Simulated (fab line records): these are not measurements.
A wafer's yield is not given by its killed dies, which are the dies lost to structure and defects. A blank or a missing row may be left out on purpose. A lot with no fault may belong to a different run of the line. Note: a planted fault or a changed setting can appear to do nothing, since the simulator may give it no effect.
Struck lot and sound lot, side by side ; flow berkeley_cmos170 ; 15 out of 331 route steps
Sound: these wafers, L895.2, L895.3, L895.5. Struck: wafers L911.1, L911.2, L911.5. At the end, the cause is stated.
Each step with rows lists, per side, the tool, then ch with its chambers, then its first start. Under that, the readings that differ: sound wafers ; struck wafers ; difference of the means ; sigmas: that difference in standard deviations of wafers without a fault.
alike: readings whose means differ by less than 2 such deviations, and words and numbers that are the same on both sides. not compared: withheld readings, readings that some wafer has no value for, bounds like >300 that may hide the same value, and numbers for which the record gives no deviation and whose values overlap.
The two part at a step that has a row with sigmas, a row that says differs or no value, or rows on one side only. Numbers that have no deviation but don't overlap get no sigmas and don't part them. A reading that every wafer of one side lacks parts them only if that side has two wafers or more.

first, 3 steps without rows for these wafers: UCB170_PLDD_EXPOSE_03 (exposes mask PSELECT, target cd 1200 nm); UCB170_PLDD_PEB_04; UCB170_PLDD_DEVELOP_05 (develop time 45 s).
UCB170_PLDD_CD_MEAS_06 targets a cd of 1200 nm.
  sound on cd_sem-02 at day 6 04:28; struck on cd_sem-02 at day 10 05:34
  alike: cd_nm
UCB170_PLDD_OVL_MEAS_07:
  sound on overlay-02 at day 6 04:35; struck on overlay-02 at day 10 05:41
  alike: PLDD_OVL
then, 2 steps without rows for these wafers: UCB170_PLDD_IMPLANT_08; UCB170_PLDD_IMPLANT_09.
UCB170_PLDD_STRIP_10: strips in O2.
  sound on plasma_asher-02 ch 0,1, day 6 04:55; struck on plasma_asher-01 ch 0,1, day 10 06:01
  alike: drypump_motor_current_A, oes_product_au, strip_time_to_endpoint_s
  not compared: rf_hours_counter_h
UCB170_PLDD_TW_MEAS_11:
  sound on film_metro-03 at day 6 05:01; struck on film_metro-01 at day 10 06:07
  alike: PLDD_TW
then, 3 steps without rows for these wafers: UCB170_PLDD_CLEAN_12 (cleans in SPM, time 600 s); UCB170_NLDD_HMDS_00 (prime time 60 s); UCB170_NLDD_COAT_01 (resist thk 900 nm).
UCB170_NLDD_SOFTBAKE_02: time 60 s.
  sound on litho_track-03 ch 0, day 6 05:34; struck on litho_track-02 ch 0, day 10 06:43
reading;sound;struck;difference;sigmas
run_length_s (s);89.12 89.16 89.35;90.55 90.73 90.61;+1.42;+8
then, 2 steps without rows for these wafers: UCB170_NLDD_EXPOSE_03 (exposes mask NSELECT, target cd 1200 nm); UCB170_M3_PROBE_99.

== WHERE THEY PART ==
Within this record, at UCB170_NLDD_SOFTBAKE_02 only.

WHY: the cause the simulator had injected
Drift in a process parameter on litho_track-02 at UCB170_NLDD_SOFTBAKE_02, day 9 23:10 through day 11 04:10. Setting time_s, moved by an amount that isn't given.
